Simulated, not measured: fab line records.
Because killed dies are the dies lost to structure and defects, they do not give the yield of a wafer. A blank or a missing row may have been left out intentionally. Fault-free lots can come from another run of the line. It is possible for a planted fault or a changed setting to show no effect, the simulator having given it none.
Which tool is to blame?	flow berkeley cmos170	14 lots with 42 wafers sampled at 2 steps, on a route of 331 steps

WHAT THE GAUGES READ, wafer by wafer
UCB170_GATE_THK_MEAS_05.
lot	measured	on	GATE_POLY_THK (nm)
L585	day 7 09:12	film metro-03	210.0 208.2 209.1
L586	day 7 09:11	film metro-02	214.3 213.3 212.4
L587	day 7 09:12	film metro-01	214.0 213.3 213.4
L588	day 7 22:41	film metro-03	209.7 210.9 210.2
L589	day 7 22:43	film metro-01	212.8 213.8 212.9
L590	day 8 09:33	film metro-02	215.4 215.5 213.9
L591	day 8 09:34	film metro-01	216.4 216.0 217.8
L592	day 8 09:33	film metro-03	214.0 216.4 214.5
L593	day 8 19:05	film metro-02	211.9 213.4 211.3
L594	day 8 19:05	film metro-01	213.8 214.2 214.8
L595	day 9 09:27	film metro-02	194.1 193.2 193.0
L596	day 9 09:28	film metro-03	195.9 196.3 196.2
L600	day 10 08:14	film metro-02	214.9 211.2 211.4
L602	day 10 08:17	film metro-01	215.3 216.1 215.7

WHAT TOOL EACH LOT RAN ON (gives the tool, then ch and the chambers of the sampled wafers, and finally the start)
lot	UCB170_GATE_CVD_04
L585	lpcvd-02 ch 1, day 7 07:47
L586	lpcvd-02 ch 0, day 7 07:47
L587	lpcvd-02 ch 0, day 7 07:47
L588	lpcvd-02 ch 0, day 7 21:17
L589	lpcvd-02 ch 1, day 7 21:17
L590	lpcvd-01 ch 0, day 8 08:08
L591	lpcvd-01 ch 1, day 8 08:08
L592	lpcvd-01 ch 0, day 8 08:08
L593	lpcvd-02 ch 0, day 8 17:40
L594	lpcvd-02 ch 1, day 8 17:40
L595	lpcvd-02 ch 0, day 9 08:03
L596	lpcvd-02 ch 0, day 9 08:03
L600	lpcvd-01 ch 1, day 10 06:49
L602	lpcvd-01 ch 1, day 10 06:49
- UCB170_GATE_CVD_04: deposits poly-Si from SiH4, time 1440 s, target thk 214 nm.

WHAT THE TOOLS THEMSELVES READ (means of the sampled wafers that have a number; where no wafer has one, the mark that the record gives instead)
The record holds no such reading with a usual standard deviation.

THE ANSWER, worked out from the rows above alone
Rule: usual is defined by the lots themselves. Put in order of their means at a reading, lots are off if they are a third of the lots or fewer, leave a main group of 4 or more, and stand apart from it by a gap of 3 or more times the standard deviation of the main group's means; of several such gaps the widest counts. A main group whose means are all the same, to the digits that the tables above print for the reading, isn't used. A lot without any number at a reading at which 4 lots or more have one is off too. Any other lot the step has rows for is counted as sound. After the gauges, taken in route order, come the tools' own readings; for these a lot's mean is taken, as printed above. The first step at which some lot is off is used, and at that step the reading that is off furthest; a lot without a number counts as furthest.
Off: at UCB170_GATE_THK_MEAS_05 (GATE_POLY_THK), L595, L596. Main group: mean 213.4 nm, sd 2.1.
If a tool, at a process step before that reading, ran all the lots that are off and no sound lot after the first of them, it fits. The gauges at UCB170_GATE_THK_MEAS_05 are tried like those tools. One candidate fits, namely lpcvd-02 at UCB170_GATE_CVD_04. Its last sound lot is L593 (day 8 17:40), its first lot that is off L595 (day 9 08:03): a fault that began between those two fits.

WHAT WAS PUT IN BY THE SIMULATOR
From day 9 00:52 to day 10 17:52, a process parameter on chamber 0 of lpcvd-02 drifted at UCB170_GATE_CVD_04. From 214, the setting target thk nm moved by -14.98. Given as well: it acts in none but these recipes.
Struck lots among those shown: L595, L596. The rule above reached the same finding.
